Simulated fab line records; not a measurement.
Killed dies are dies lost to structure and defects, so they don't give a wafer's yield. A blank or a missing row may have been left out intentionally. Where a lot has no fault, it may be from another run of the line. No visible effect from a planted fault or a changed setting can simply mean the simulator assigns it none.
Split-lot study || flow berkeley-cmos170 || route with 331 steps; 5 lots, 14 wafers read

== THE SPLIT ==
At UCB170_CONTACT_CVD_01 (deposits PSG from SiH4/O2/PH3, target thk 700 nm, time 2820 s), the setting sih4-flow-sccm was moved away from the recipe's 60 sccm on 11 of the 14 wafers read, by -5.0% to +9.6%. All remaining wafers had this setting at the recipe value.

== THE PATH FROM SPLIT TO READING: the file shows 1 step between them ==
- UCB170_CONTACT_ETCH_17: etches BARC in N2/H2 (also split here: source-w)

== THE READING ==
etch.depth-nm (the simulator's own value, which no gauge read), in nm, at UCB170_CONTACT_ETCH_18 (etches PSG in CHF3/CF4/Ar, stops on TiSi2, target depth 840 nm, time 195 s). There is no usual value for it anywhere in the file. Average 699.3 nm, standard deviation 4.2 nm, over the 3 wafers here run with the recipe.

{"wafer": "L077.1", "tool, chamber at the split": "-, -", "sih4-flow-sccm as run, sccm": 65, "against the recipe": "+8.3%", "etch.depth-nm, nm": 723.3, "against lot-mates on the recipe": "no lot-mate on the recipe"}
{"wafer": "L077.5", "tool, chamber at the split": "-, -", "sih4-flow-sccm as run, sccm": 65, "against the recipe": "+8.3%", "etch.depth-nm, nm": 723.1, "against lot-mates on the recipe": "no lot-mate on the recipe"}
{"wafer": "L077.6", "tool, chamber at the split": "-, -", "sih4-flow-sccm as run, sccm": 65, "against the recipe": "+8.3%", "etch.depth-nm, nm": 723.8, "against lot-mates on the recipe": "no lot-mate on the recipe"}
{"wafer": "L079.1", "tool, chamber at the split": "-, -", "sih4-flow-sccm as run, sccm": 64.16, "against the recipe": "+6.9%", "etch.depth-nm, nm": 711.9, "against lot-mates on the recipe": "no lot-mate on the recipe"}
{"wafer": "L079.2", "tool, chamber at the split": "-, -", "sih4-flow-sccm as run, sccm": 64.16, "against the recipe": "+6.9%", "etch.depth-nm, nm": 718.9, "against lot-mates on the recipe": "no lot-mate on the recipe"}
{"wafer": "L079.6", "tool, chamber at the split": "-, -", "sih4-flow-sccm as run, sccm": 64.16, "against the recipe": "+6.9%", "etch.depth-nm, nm": 715.3, "against lot-mates on the recipe": "no lot-mate on the recipe"}
{"wafer": "L080.3", "tool, chamber at the split": "-, -", "sih4-flow-sccm as run, sccm": 65.74, "against the recipe": "+9.6%", "etch.depth-nm, nm": 722.1, "against lot-mates on the recipe": "no lot-mate on the recipe"}
{"wafer": "L080.6", "tool, chamber at the split": "-, -", "sih4-flow-sccm as run, sccm": 65.74, "against the recipe": "+9.6%", "etch.depth-nm, nm": 723.3, "against lot-mates on the recipe": "no lot-mate on the recipe"}
{"wafer": "L085.2", "tool, chamber at the split": "lpcvd-01, 0", "sih4-flow-sccm as run, sccm": 60, "against the recipe": "recipe", "etch.depth-nm, nm": 698, "against lot-mates on the recipe": "-"}
{"wafer": "L085.5", "tool, chamber at the split": "lpcvd-01, 0", "sih4-flow-sccm as run, sccm": 60, "against the recipe": "recipe", "etch.depth-nm, nm": 694.9, "against lot-mates on the recipe": "-"}
{"wafer": "L085.6", "tool, chamber at the split": "lpcvd-01, 0", "sih4-flow-sccm as run, sccm": 60, "against the recipe": "recipe", "etch.depth-nm, nm": 705, "against lot-mates on the recipe": "-"}
{"wafer": "L084.1", "tool, chamber at the split": "-, -", "sih4-flow-sccm as run, sccm": 57.01, "against the recipe": "-5.0%", "etch.depth-nm, nm": 693.6, "against lot-mates on the recipe": "no lot-mate on the recipe"}
{"wafer": "L084.3", "tool, chamber at the split": "-, -", "sih4-flow-sccm as run, sccm": 57.01, "against the recipe": "-5.0%", "etch.depth-nm, nm": 695.7, "against lot-mates on the recipe": "no lot-mate on the recipe"}
{"wafer": "L084.5", "tool, chamber at the split": "-, -", "sih4-flow-sccm as run, sccm": 57.01, "against the recipe": "-5.0%", "etch.depth-nm, nm": 693.4, "against lot-mates on the recipe": "no lot-mate on the recipe"}

THE FIT
A straight line over all 14 wafers: etch.depth-nm changes by +2.12 nm for each +1% of sih4-flow-sccm; r = +0.96; the points scatter about the line by 3.8 nm.
Too few moved wafers with a lot-mate on the recipe to fit a line net of each lot's own level.

== THE WHOLE CHAIN: every reading that the file lists as answering this split, in the file's order ==
{"step": "UCB170_CONTACT_CVD_01", "what it does": "deposits PSG from SiH4/O2/PH3, target thk 700 nm, time 2820 s", "reading": "PSG_of_CONTACT_CVD_01.thk-nm (the simulator's own value, which no gauge read)", "change (the file's fit)": "+2.13 nm for each +1% of the setting", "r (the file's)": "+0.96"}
{"step": "UCB170_CONTACT_ETCH_18", "what it does": "etches PSG in CHF3/CF4/Ar, stops on TiSi2, target depth 840 nm, time 195 s", "reading": "etch.depth-nm (the simulator's own value, which no gauge read)", "change (the file's fit)": "+2.13 nm for each +1% of the setting", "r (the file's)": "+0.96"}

== FILE'S OWN FIT ==
etch.depth-nm changes by +2.13 nm for each +1% of sih4-flow-sccm, r = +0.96.
